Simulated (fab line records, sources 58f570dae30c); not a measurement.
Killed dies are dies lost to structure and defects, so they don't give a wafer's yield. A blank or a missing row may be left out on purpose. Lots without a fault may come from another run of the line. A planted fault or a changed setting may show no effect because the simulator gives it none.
Which tool did it? | flow berkeley_cmos170 | 14 lots, 42 wafers sampled, at 3 steps of a route of 331

WHAT THE GAUGES READ, wafer by wafer
UCB170_ACTIVE_THK_MEAS_03.
lot  | measured    | on            | ACTIVE_OXIDE_THK (nm)
L305 | day 5 04:42 | film_metro-01 | 26.0 25.8 26.2
L304 | day 5 04:42 | film_metro-02 | 26.1 26.2 26.2
L306 | day 5 04:38 | film_metro-01 | 26.5 26.0 26.4
L307 | day 5 04:38 | film_metro-02 | 26.3 26.2 26.4
L308 | day 5 11:59 | film_metro-04 | 26.8 26.4 26.5
L309 | day 5 11:59 | film_metro-01 | 25.6 25.9 25.4
L310 | day 5 11:59 | film_metro-02 | 26.1 26.1 26.4
L311 | day 6 03:19 | film_metro-02 | 25.9 25.7 26.1
L315 | day 6 18:55 | film_metro-04 | 25.8 25.8 26.0
L314 | day 6 18:55 | film_metro-01 | 26.7 26.8 26.7
L316 | day 7 07:16 | film_metro-04 | 26.7 26.9 27.2
L318 | day 7 07:17 | film_metro-01 | 26.8 26.5 26.5
L319 | day 7 14:49 | film_metro-01 | 26.5 26.4 26.6
L324 | day 8 06:52 | film_metro-04 | 26.8 27.0 27.1

UCB170_ACTIVE_CD_MEAS_13: target cd 1200 nm.
lot  | measured    | on        | cd_nm (nm)
L305 | day 5 14:07 | cd_sem-02 | 1200.3 1200.1 1201.5
L304 | day 5 14:13 | cd_sem-01 | 1199.4 1199.0 1198.6
L306 | day 5 13:23 | cd_sem-01 | 1199.4 1199.5 1198.8
L307 | day 5 13:56 | cd_sem-01 | 1197.2 1197.8 1197.0
L308 | day 5 21:03 | cd_sem-02 | 1201.6 1201.4 1201.7
L309 | day 5 21:01 | cd_sem-01 | 1198.5 1198.6 1200.1
L310 | day 5 20:44 | cd_sem-02 | 1203.3 1203.4 1202.6
L311 | day 6 11:20 | cd_sem-01 | 1200.5 1200.2 1200.8
L315 | day 7 02:43 | cd_sem-01 | 1198.7 1200.1 1197.3
L314 | day 7 02:26 | cd_sem-01 | 1201.3 1202.2 1201.4
L316 | day 7 14:01 | cd_sem-01 | 1203.6 1202.6 1202.0
L318 | day 7 14:14 | cd_sem-01 | 1199.4 1199.2 1199.4
L319 | day 7 22:22 | cd_sem-01 | 1201.5 1200.6 1201.7
L324 | day 8 16:26 | cd_sem-01 | 1199.0 1198.4 1198.1

WHICH TOOL RAN EACH LOT (tool, then ch and the chambers of the sampled wafers, then the start)
lot  | UCB170_ZERO_ETCH_06
L305 | rie_diel-02 ch 0,1,3, day 2 14:11
L304 | rie_diel-04 ch 0,1,2, day 2 14:36
L306 | rie_diel-02 ch 0,2,3, day 2 22:38
L307 | rie_diel-04 ch 0,2,3, day 3 01:13
L308 | rie_diel-04 ch 0,2,3, day 3 07:20
L309 | rie_diel-04 ch 0,1, day 3 12:37
L310 | rie_diel-04 ch 1,2, day 3 14:50
L311 | rie_diel-02 ch 1,2, day 3 18:50
L315 | rie_diel-04 ch 0,2,3, day 4 22:01
L314 | rie_diel-01 ch 0,2,3, day 4 22:17
L316 | rie_diel-01 ch 1,2,3, day 5 04:38
L318 | rie_diel-02 ch 1,2,3, day 5 07:08
L319 | rie_diel-01 ch 0,3, day 5 14:23
L324 | rie_diel-01 ch 0,2,3, day 6 12:31
- UCB170_ZERO_ETCH_06: etches SiO2 in CHF3/CF4/Ar, time 12 s.

WHAT THE TOOLS THEMSELVES READ (means of the sampled wafers that have a number; where no wafer has one, the mark that the record gives instead)
UCB170_ZERO_ETCH_06.
lot  | tool        | CHF3_flow_sccm (sccm) | drypump_motor_current_A (A) | oes_product_au (a.u.) | throttle_valve_pct (%)
L305 | rie_diel-02 | 49.97                 | 5.92                        | 0.610                 | 9.15
L304 | rie_diel-04 | 49.87                 | 5.66                        | 0.617                 | 9.31
L306 | rie_diel-02 | 50.06                 | 5.90                        | 0.609                 | 9.22
L307 | rie_diel-04 | 49.87                 | 5.79                        | 0.617                 | 9.25
L308 | rie_diel-04 | 49.94                 | 5.78                        | 0.610                 | 9.24
L309 | rie_diel-04 | 50.09                 | 5.80                        | 0.615                 | 9.31
L310 | rie_diel-04 | 49.96                 | 5.68                        | 0.630                 | 9.36
L311 | rie_diel-02 | 50.19                 | 5.70                        | 0.608                 | 9.10
L315 | rie_diel-04 | 50.06                 | 5.80                        | 0.614                 | 9.24
L314 | rie_diel-01 | 49.71                 | 5.82                        | 0.621                 | 9.25
L316 | rie_diel-01 | 49.85                 | 5.66                        | 0.617                 | 9.33
L318 | rie_diel-02 | 50.10                 | 5.75                        | 0.610                 | 9.13
L319 | rie_diel-01 | 50.09                 | 5.82                        | 0.619                 | 9.13
L324 | rie_diel-01 | 49.84                 | 5.81                        | 0.620                 | 9.25

THE ANSWER, worked out from the rows above alone
Rule: what is usual is taken from the lots themselves. Put in order of their means at a reading, lots are off if they are a third of the lots or fewer, leave a main group of 4 or more, and stand apart from it by a gap of 3 or more times the standard deviation of the main group's means; of several such gaps the widest counts. A main group whose means are all the same, to the digits that the tables above print for the reading, isn't used. A lot without any number at a reading at which 4 lots or more have one is off too. The other lots that the step has rows for count as sound. The gauges are gone through in route order, then the tools' own readings, and for those a lot's mean is taken as printed above. The first step at which some lot is off is used, and at that step the reading that is off furthest; a lot without a number counts as furthest.
No lot is off at any reading shown: from this, nothing can be told.

WHAT THE SIMULATOR HAD PUT IN
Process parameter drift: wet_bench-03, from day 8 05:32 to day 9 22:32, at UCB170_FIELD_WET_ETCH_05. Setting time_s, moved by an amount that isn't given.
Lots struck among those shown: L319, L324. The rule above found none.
